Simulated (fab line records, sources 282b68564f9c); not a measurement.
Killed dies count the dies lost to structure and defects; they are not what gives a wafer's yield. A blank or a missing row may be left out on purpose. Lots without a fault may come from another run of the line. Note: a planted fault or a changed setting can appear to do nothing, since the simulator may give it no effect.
A lot that was struck, set against a sound lot / flow rit_cmos / 3 out of 202 route steps
Sound: wafers L588.3, L588.4, L588.6. Wafers L590.1, L590.3, L590.4 were the ones struck. The cause comes at the end.
Order at every step that has rows: each side's tool, ch and its chambers, its first start. Under that, the readings that differ: sound wafers / struck wafers / difference of the means / sigmas: that difference in standard deviations of wafers without a fault.
alike: readings with means less than 2 such deviations apart, plus words and numbers identical on both sides. not compared: withheld readings, readings lacking a value on some wafer, bounds such as >300 that could conceal the same value, and numbers that have no deviation in the record and whose values overlap.
The two part at a step that has a row with sigmas, a row that says differs or no value, or rows on one side only. When numbers do not overlap yet have no deviation, they are printed without sigmas and do not part them. Lack of a reading on every wafer of one side parts them only where that side has two or more wafers.

RIT_ACTIVE_BOW_MEAS_00:
  struck on film_metro-02, day 3 07:00; sound on film_metro-01, day 2 21:02
  alike: INCOMING_BOW
RIT_ACTIVE_OXIDATION_01: target thk 46.8 nm, ox time 3360 s.
  sound on furnace-03 ch 0, day 2 21:07; struck on furnace-01, day 3 07:07
  no value came back on the struck wafers for any of 5 readings (ox_temp_c (C), ox_temp_c_max and others); on the sound wafers ox_temp_c (C) reads 1000.1 999.9 999.5
then, 1 step without rows for these wafers: RIT_ACTIVE_CVD_03 (deposits Si3N4 from SiH2Cl2/NH3, target thk 150 nm, time 1500 s).

== WHERE THEY PART ==
RIT_ACTIVE_OXIDATION_01 only, going by this record.

WHY: the cause the simulator had injected
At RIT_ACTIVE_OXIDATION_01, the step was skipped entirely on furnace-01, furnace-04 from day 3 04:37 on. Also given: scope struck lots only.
